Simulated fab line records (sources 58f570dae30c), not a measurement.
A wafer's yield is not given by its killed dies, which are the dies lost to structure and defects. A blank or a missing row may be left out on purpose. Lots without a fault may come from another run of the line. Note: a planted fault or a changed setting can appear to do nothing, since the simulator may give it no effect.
Which tool did it? :: flow berkeley-cmos170 :: 45 wafers from 15 lots sampled at 2 of the route's 331 steps

## WHAT THE GAUGES SHOWED, per wafer
UCB170_NVT_TW_MEAS_09. Usual: NVT_TW typically reads 526, with standard deviation 4.1.
lot: L742
measured: day 6 08:51
on: film-metro-02
NVT_TW: 526 525 523
flag: 

lot: L738
measured: day 6 09:06
on: film-metro-02
NVT_TW: 521 525 521
flag: 

lot: L740
measured: day 6 09:11
on: film-metro-04
NVT_TW: 530 533 534
flag: 

lot: L741
measured: day 6 09:28
on: film-metro-04
NVT_TW: 533 527 532
flag: 

lot: L743
measured: day 7 10:20
on: film-metro-02
NVT_TW: 524 520 523
flag: 

lot: L744
measured: day 7 10:37
on: film-metro-04
NVT_TW: 531 528 530
flag: 

lot: L745
measured: day 7 17:55
on: film-metro-04
NVT_TW: 530 528 530
flag: 

lot: L747
measured: day 7 18:04
on: film-metro-04
NVT_TW: 445 446 446
flag: OFF

lot: L750
measured: day 8 17:15
on: film-metro-04
NVT_TW: 441 445 443
flag: OFF

lot: L752
measured: day 8 18:02
on: film-metro-03
NVT_TW: 437 437 440
flag: OFF

lot: L748
measured: day 8 18:19
on: film-metro-02
NVT_TW: 523 522 524
flag: 

lot: L757
measured: day 9 20:43
on: film-metro-04
NVT_TW: 531 533 528
flag: 

lot: L756
measured: day 9 21:04
on: film-metro-04
NVT_TW: 527 528 530
flag: 

lot: L759
measured: day 10 08:56
on: film-metro-02
NVT_TW: 521 522 522
flag: 

lot: L760
measured: day 10 18:16
on: film-metro-03
NVT_TW: 520 522 523
flag: 

## TOOL THAT RAN EACH LOT (tool first, then ch and the chambers of the sampled wafers, then the start)
lot: L742
UCB170_NVT_IMPLANT_07: implanter-02 ch 0, day 6 08:38

lot: L738
UCB170_NVT_IMPLANT_07: implanter-03 ch 0, day 6 08:52

lot: L740
UCB170_NVT_IMPLANT_07: implanter-01 ch 0, day 6 08:58

lot: L741
UCB170_NVT_IMPLANT_07: implanter-03 ch 0, day 6 09:13

lot: L743
UCB170_NVT_IMPLANT_07: implanter-01 ch 0, day 7 10:05

lot: L744
UCB170_NVT_IMPLANT_07: implanter-02 ch 0, day 7 10:23

lot: L745
UCB170_NVT_IMPLANT_07: implanter-01 ch 0, day 7 17:41

lot: L747
UCB170_NVT_IMPLANT_07: implanter-02 ch 0, day 7 17:50

lot: L750
UCB170_NVT_IMPLANT_07: implanter-02 ch 0, day 8 17:00

lot: L752
UCB170_NVT_IMPLANT_07: implanter-02 ch 0, day 8 17:48

lot: L748
UCB170_NVT_IMPLANT_07: implanter-01 ch 0, day 8 18:04

lot: L757
UCB170_NVT_IMPLANT_07: implanter-03 ch 0, day 9 20:28

lot: L756
UCB170_NVT_IMPLANT_07: implanter-01 ch 0, day 9 20:49

lot: L759
UCB170_NVT_IMPLANT_07: implanter-03 ch 0, day 10 08:41

lot: L760
UCB170_NVT_IMPLANT_07: implanter-03 ch 0, day 10 18:01
- UCB170_NVT_IMPLANT_07

## WHAT THE TOOLS THEMSELVES READ (means of the sampled wafers that have a number; where no wafer has one, the mark that the record gives instead)
UCB170_NVT_IMPLANT_07. Usual: dose-ions-cm2 2.999e+12, standard deviation 3.1e+09; faraday-current-uA 9.50, standard deviation 0.2.
lot: L742
tool: implanter-02
dose-ions-cm2: 2.996e+12
faraday-current-uA: 9.51
flag: 

lot: L738
tool: implanter-03
dose-ions-cm2: 2.997e+12
faraday-current-uA: 9.40
flag: 

lot: L740
tool: implanter-01
dose-ions-cm2: 3.002e+12
faraday-current-uA: 9.74
flag: 

lot: L741
tool: implanter-03
dose-ions-cm2: 2.995e+12
faraday-current-uA: 9.49
flag: 

lot: L743
tool: implanter-01
dose-ions-cm2: 2.994e+12
faraday-current-uA: 9.46
flag: 

lot: L744
tool: implanter-02
dose-ions-cm2: 3.005e+12
faraday-current-uA: 9.43
flag: 

lot: L745
tool: implanter-01
dose-ions-cm2: 3.000e+12
faraday-current-uA: 9.54
flag: 

lot: L747
tool: implanter-02
dose-ions-cm2: 1.703e+12
faraday-current-uA: 5.38
flag: OFF

lot: L750
tool: implanter-02
dose-ions-cm2: 1.703e+12
faraday-current-uA: 5.38
flag: OFF

lot: L752
tool: implanter-02
dose-ions-cm2: 1.702e+12
faraday-current-uA: 5.33
flag: OFF

lot: L748
tool: implanter-01
dose-ions-cm2: 2.998e+12
faraday-current-uA: 9.38
flag: 

lot: L757
tool: implanter-03
dose-ions-cm2: 2.999e+12
faraday-current-uA: 9.80
flag: 

lot: L756
tool: implanter-01
dose-ions-cm2: 3.001e+12
faraday-current-uA: 9.62
flag: 

lot: L759
tool: implanter-03
dose-ions-cm2: 2.998e+12
faraday-current-uA: 9.49
flag: 

lot: L760
tool: implanter-03
dose-ions-cm2: 2.998e+12
faraday-current-uA: 9.50
flag: 

## THE ANSWER, worked out from the rows above alone
Rule: take the mean of a lot's wafers that have a number; if it is more than 3 standard deviations from the usual mean, the lot is off. Also off: a lot with no number at a reading for which 4 or more lots have one. Where the step has rows for the other lots, those lots are counted as sound. First the gauges in route order, then the tools' own readings, where a lot's mean is used as printed above. The first step at which some lot is off is used, and at that step the reading that is off furthest; a lot without a number counts as furthest.
Off: at UCB170_NVT_TW_MEAS_09 (NVT_TW), L747, L750, L752.
A tool fits if, at a process step before that reading, it ran every lot that is off, and no sound lot after the first of them. Not tried: the gauges at UCB170_NVT_TW_MEAS_09; whatever is off there is also off at UCB170_NVT_IMPLANT_07, on other tools, and gauge error can't account for it. One fits: UCB170_NVT_IMPLANT_07 on implanter-02. Its last sound lot is L744 (day 7 10:23), its first lot that is off L747 (day 7 17:50): a fault that began between those two fits.
The tool's own readings at UCB170_NVT_IMPLANT_07 bear it out: on the lots that are off they differ by more than 5 times the standard deviation of the sound lots' means. dose-ions-cm2 reads 1.703e+12 there against 2.999e+12 on the sound lots; faraday-current-uA reads 5.36 there against 9.53 on the sound lots.

## WHAT THE SIMULATOR PUT IN
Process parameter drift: implanter-02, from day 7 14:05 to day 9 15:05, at UCB170_NVT_IMPLANT_07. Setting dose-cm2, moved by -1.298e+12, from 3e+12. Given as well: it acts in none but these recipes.
Shown lots that were struck: L747, L750, L752. This agrees with what the rule above found.
